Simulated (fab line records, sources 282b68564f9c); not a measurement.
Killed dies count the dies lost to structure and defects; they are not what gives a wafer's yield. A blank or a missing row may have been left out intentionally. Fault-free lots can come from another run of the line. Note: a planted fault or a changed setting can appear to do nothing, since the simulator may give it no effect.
Which tool is to blame? :: flow rit cmos :: 13 lots, 39 wafers sampled, at 5 steps of a route of 202

WHAT THE GAUGES SHOWED, per wafer
RIT_WELLDRIVE_RS_MEAS_01: measurement is done with a four-point probe. Usual: NWELL_RS typically reads 276.2 ohm/sq, with standard deviation 0.94.
lot: L462
measured: day 2 14:13
on: film metro-02
NWELL_RS (ohm/sq): 276.2 275.4 275.3
flag: 

lot: L463
measured: day 2 19:53
on: film metro-01
NWELL_RS (ohm/sq): 274.7 275.0 275.5
flag: 

lot: L464
measured: day 3 02:01
on: film metro-01
NWELL_RS (ohm/sq): 275.2 275.1 276.1
flag: 

lot: L465
measured: day 3 07:01
on: film metro-01
NWELL_RS (ohm/sq): 275.8 275.3 275.5
flag: 

lot: L467
measured: day 3 15:52
on: film metro-01
NWELL_RS (ohm/sq): 274.3 275.2 275.1
flag: 

lot: L468
measured: day 4 01:58
on: film metro-03
NWELL_RS (ohm/sq): 276.8 276.1 275.4
flag: 

lot: L469
measured: day 4 06:41
on: film metro-02
NWELL_RS (ohm/sq): 275.4 275.9 276.2
flag: 

lot: L470
measured: day 4 06:43
on: film metro-03
NWELL_RS (ohm/sq): 277.1 276.4 276.6
flag: 

lot: L472
measured: day 4 17:01
on: film metro-03
NWELL_RS (ohm/sq): 278.1 277.8 277.5
flag: 

lot: L473
measured: day 4 20:56
on: film metro-02
NWELL_RS (ohm/sq): 275.5 274.8 275.6
flag: 

lot: L474
measured: day 5 03:36
on: film metro-02
NWELL_RS (ohm/sq): 275.7 276.2 276.5
flag: 

lot: L475
measured: day 5 09:12
on: film metro-01
NWELL_RS (ohm/sq): 275.9 276.1 275.4
flag: 

lot: L483
measured: day 7 00:02
on: film metro-02
NWELL_RS (ohm/sq): 274.3 274.1 274.4
flag: 

RIT_PLDD_OVL_MEAS_06. Usual: PLDD_OVL typically reads 0.3 nm, with standard deviation 1.5.
lot: L462
measured: day 3 04:34
on: overlay-01
PLDD_OVL (nm): 0.4 -0.9 0.2
flag: 

lot: L463
measured: day 3 11:54
on: overlay-01
PLDD_OVL (nm): -0.9 -0.2 -1.2
flag: 

lot: L464
measured: day 3 19:04
on: overlay-02
PLDD_OVL (nm): -1.6 0.4 1.6
flag: 

lot: L465
measured: day 3 21:57
on: overlay-01
PLDD_OVL (nm): 2.1 2.2 -0.1
flag: 

lot: L467
measured: day 4 06:44
on: overlay-02
PLDD_OVL (nm): -0.5 -0.1 -1.5
flag: 

lot: L468
measured: day 4 16:41
on: overlay-01
PLDD_OVL (nm): -0.1 0.9 -0.6
flag: 

lot: L469
measured: day 4 22:34
on: overlay-02
PLDD_OVL (nm): 1.4 1.1 1.9
flag: 

lot: L470
measured: day 4 22:00
on: overlay-02
PLDD_OVL (nm): 1.9 1.7 0.9
flag: 

lot: L472
measured: day 5 08:47
on: overlay-01
PLDD_OVL (nm): -2.4 0.3 -2.7
flag: 

lot: L473
measured: day 5 13:24
on: overlay-01
PLDD_OVL (nm): 0.3 -0.8 0.5
flag: 

lot: L474
measured: day 5 17:56
on: overlay-01
PLDD_OVL (nm): 0.9 1.8 2.0
flag: 

lot: L475
measured: day 6 02:18
on: overlay-02
PLDD_OVL (nm): 0.1 0.7 0.0
flag: 

lot: L483
measured: day 7 14:11
on: overlay-01
PLDD_OVL (nm): 1.5 1.2 -1.0
flag: 

RIT_PLDD_TW_MEAS_10. Usual: PLDD_TW typically reads 2346, with standard deviation 12.
lot: L462
measured: day 3 05:05
on: film metro-04
PLDD_TW: 2360 2368 2366
flag: 

lot: L463
measured: day 3 12:25
on: film metro-04
PLDD_TW: 2355 2379 2367
flag: 

lot: L464
measured: day 3 19:35
on: film metro-02
PLDD_TW: 2327 2345 2333
flag: 

lot: L465
measured: day 3 22:28
on: film metro-01
PLDD_TW: 2329 2343 2333
flag: 

lot: L467
measured: day 4 07:24
on: film metro-01
PLDD_TW: 2367 2361 2359
flag: 

lot: L468
measured: day 4 17:12
on: film metro-02
PLDD_TW: 2329 2338 2327
flag: 

lot: L469
measured: day 4 23:05
on: film metro-02
PLDD_TW: 2334 2335 2349
flag: 

lot: L470
measured: day 4 22:31
on: film metro-02
PLDD_TW: 2337 2327 2328
flag: 

lot: L472
measured: day 5 09:18
on: film metro-04
PLDD_TW: 2349 2340 2339
flag: 

lot: L473
measured: day 5 13:55
on: film metro-04
PLDD_TW: 2346 2339 2338
flag: 

lot: L474
measured: day 5 18:27
on: film metro-01
PLDD_TW: 2351 2352 2356
flag: 

lot: L475
measured: day 6 02:49
on: film metro-04
PLDD_TW: 30 30 30
flag: OFF

lot: L483
measured: day 7 14:42
on: film metro-01
PLDD_TW: 2364 2358 2349
flag: 

TOOL THAT RAN EACH LOT (tool first, then ch and the chambers of the sampled wafers, then the start)
lot: L462
RIT_GATE_STRIP_20: plasma asher-02 ch 0,1, day 2 22:45
RIT_NLDD_STRIP_09: plasma asher-03 ch 0,1, day 3 03:29

lot: L463
RIT_GATE_STRIP_20: plasma asher-01 ch 0,1, day 3 04:02
RIT_NLDD_STRIP_09: plasma asher-03 ch 0,1, day 3 10:49

lot: L464
RIT_GATE_STRIP_20: plasma asher-01 ch 1, day 3 11:51
RIT_NLDD_STRIP_09: plasma asher-03 ch 0,1, day 3 17:59

lot: L465
RIT_GATE_STRIP_20: plasma asher-04 ch 0,1, day 3 15:12
RIT_NLDD_STRIP_09: plasma asher-01 ch 0,1, day 3 20:44

lot: L467
RIT_GATE_STRIP_20: plasma asher-04 ch 1, day 4 00:29
RIT_NLDD_STRIP_09: plasma asher-04 ch 0,1, day 4 05:34

lot: L468
RIT_GATE_STRIP_20: plasma asher-02 ch 1, day 4 10:34
RIT_NLDD_STRIP_09: plasma asher-01 ch 0,1, day 4 15:36

lot: L469
RIT_GATE_STRIP_20: plasma asher-01 ch 0,1, day 4 17:02
RIT_NLDD_STRIP_09: plasma asher-03 ch 1, day 4 21:29

lot: L470
RIT_GATE_STRIP_20: plasma asher-02 ch 0,1, day 4 16:08
RIT_NLDD_STRIP_09: plasma asher-04 ch 0,1, day 4 20:47

lot: L472
RIT_GATE_STRIP_20: plasma asher-02 ch 0,1, day 5 02:54
RIT_NLDD_STRIP_09: plasma asher-03 ch 0,1, day 5 07:34

lot: L473
RIT_GATE_STRIP_20: plasma asher-01 ch 0,1, day 5 07:37
RIT_NLDD_STRIP_09: plasma asher-03 ch 0,1, day 5 12:19

lot: L474
RIT_GATE_STRIP_20: plasma asher-04 ch 0,1, day 5 12:07
RIT_NLDD_STRIP_09: plasma asher-03 ch 1, day 5 16:43

lot: L475
RIT_GATE_STRIP_20: plasma asher-02 ch 0,1, day 5 19:40
RIT_NLDD_STRIP_09: plasma asher-03 ch 0,1, day 6 01:05

lot: L483
RIT_GATE_STRIP_20: plasma asher-02 ch 0,1, day 7 08:19
RIT_NLDD_STRIP_09: plasma asher-01 ch 0,1, day 7 12:59
- RIT_GATE_STRIP_20: strips in O2, time 180 s.
- RIT_NLDD_STRIP_09: strips in O2, time 180 s.

WHAT THE TOOLS THEMSELVES READ (means of the sampled wafers that have a number; where no wafer has one, the mark that the record gives instead)
RIT_GATE_STRIP_20. Usual: drypump motor current A 5.7 A, standard deviation 0.62; run length s 208.3 s, standard deviation 0.59.
lot: L462
tool: plasma asher-02
drypump motor current A (A): 6.3
run length s (s): 208.1
flag: 

lot: L463
tool: plasma asher-01
drypump motor current A (A): 5.2
run length s (s): 208.3
flag: 

lot: L464
tool: plasma asher-01
drypump motor current A (A): 4.8
run length s (s): 208.4
flag: 

lot: L465
tool: plasma asher-04
drypump motor current A (A): 5.4
run length s (s): 208.2
flag: 

lot: L467
tool: plasma asher-04
drypump motor current A (A): 5.0
run length s (s): 207.6
flag: 

lot: L468
tool: plasma asher-02
drypump motor current A (A): 6.5
run length s (s): 208.4
flag: 

lot: L469
tool: plasma asher-01
drypump motor current A (A): 5.2
run length s (s): 208.4
flag: 

lot: L470
tool: plasma asher-02
drypump motor current A (A): 6.2
run length s (s): 207.9
flag: 

lot: L472
tool: plasma asher-02
drypump motor current A (A): 6.3
run length s (s): 208.1
flag: 

lot: L473
tool: plasma asher-01
drypump motor current A (A): 5.0
run length s (s): 208.4
flag: 

lot: L474
tool: plasma asher-04
drypump motor current A (A): 5.8
run length s (s): 208.7
flag: 

lot: L475
tool: plasma asher-02
drypump motor current A (A): 6.2
run length s (s): 207.8
flag: 

lot: L483
tool: plasma asher-02
drypump motor current A (A): 6.3
run length s (s): 208.3
flag: 

RIT_NLDD_STRIP_09. Usual: drypump motor current A 5.3 A, standard deviation 0.44; run length s 208.4 s, standard deviation 0.7.
lot: L462
tool: plasma asher-03
drypump motor current A (A): 5.2
run length s (s): 208.3
flag: 

lot: L463
tool: plasma asher-03
drypump motor current A (A): 5.4
run length s (s): 208.5
flag: 

lot: L464
tool: plasma asher-03
drypump motor current A (A): 5.2
run length s (s): 207.8
flag: 

lot: L465
tool: plasma asher-01
drypump motor current A (A): 5.2
run length s (s): 208.4
flag: 

lot: L467
tool: plasma asher-04
drypump motor current A (A): 5.8
run length s (s): 208.6
flag: 

lot: L468
tool: plasma asher-01
drypump motor current A (A): 5.2
run length s (s): 208.5
flag: 

lot: L469
tool: plasma asher-03
drypump motor current A (A): 4.9
run length s (s): 207.7
flag: 

lot: L470
tool: plasma asher-04
drypump motor current A (A): 5.8
run length s (s): 208.5
flag: 

lot: L472
tool: plasma asher-03
drypump motor current A (A): 5.2
run length s (s): 208.2
flag: 

lot: L473
tool: plasma asher-03
drypump motor current A (A): 5.5
run length s (s): 208.5
flag: 

lot: L474
tool: plasma asher-03
drypump motor current A (A): 4.9
run length s (s): 207.8
flag: 

lot: L475
tool: plasma asher-03
drypump motor current A (A): 5.4
run length s (s): 72.2
flag: OFF

lot: L483
tool: plasma asher-01
drypump motor current A (A): 5.2
run length s (s): 208.3
flag: 

THE ANSWER, worked out from the rows above alone
Rule: lot off if the mean of its wafers having a number is beyond 3 standard deviations from the usual mean. Also off: a lot with no number at a reading for which 4 or more lots have one. The other lots that the step has rows for count as sound. First the gauges in route order, then the tools' own readings, where a lot's mean is used as printed above. The first step at which some lot is off is used, and at that step the reading that is off furthest; a lot without a number counts as furthest.
Off: at RIT_PLDD_TW_MEAS_10 (PLDD_TW), L475.
A tool fits if, at a process step before that reading, it ran every lot that is off, and no sound lot after the first of them. The gauges at RIT_PLDD_TW_MEAS_10 aren't tried: what is off there is off at RIT_NLDD_STRIP_09 too, on other tools, and a gauge's error can't cause that. One fits: RIT_NLDD_STRIP_09 on plasma asher-03. A fault onset in the window from L474 (day 5 16:43, its last sound lot) to L475 (day 6 01:05, its first lot off) fits.
The tool's own readings at RIT_NLDD_STRIP_09 bear it out: on the lots that are off they differ by more than 5 times the standard deviation of the sound lots' means. run length s reads 72.2 s there against 208.3 s on the sound lots.

WHAT THE SIMULATOR HAD INSERTED
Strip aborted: plasma asher-03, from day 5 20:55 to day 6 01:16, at RIT_NLDD_STRIP_09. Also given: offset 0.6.
Struck lots among those shown: L475. Same finding as the rule above.
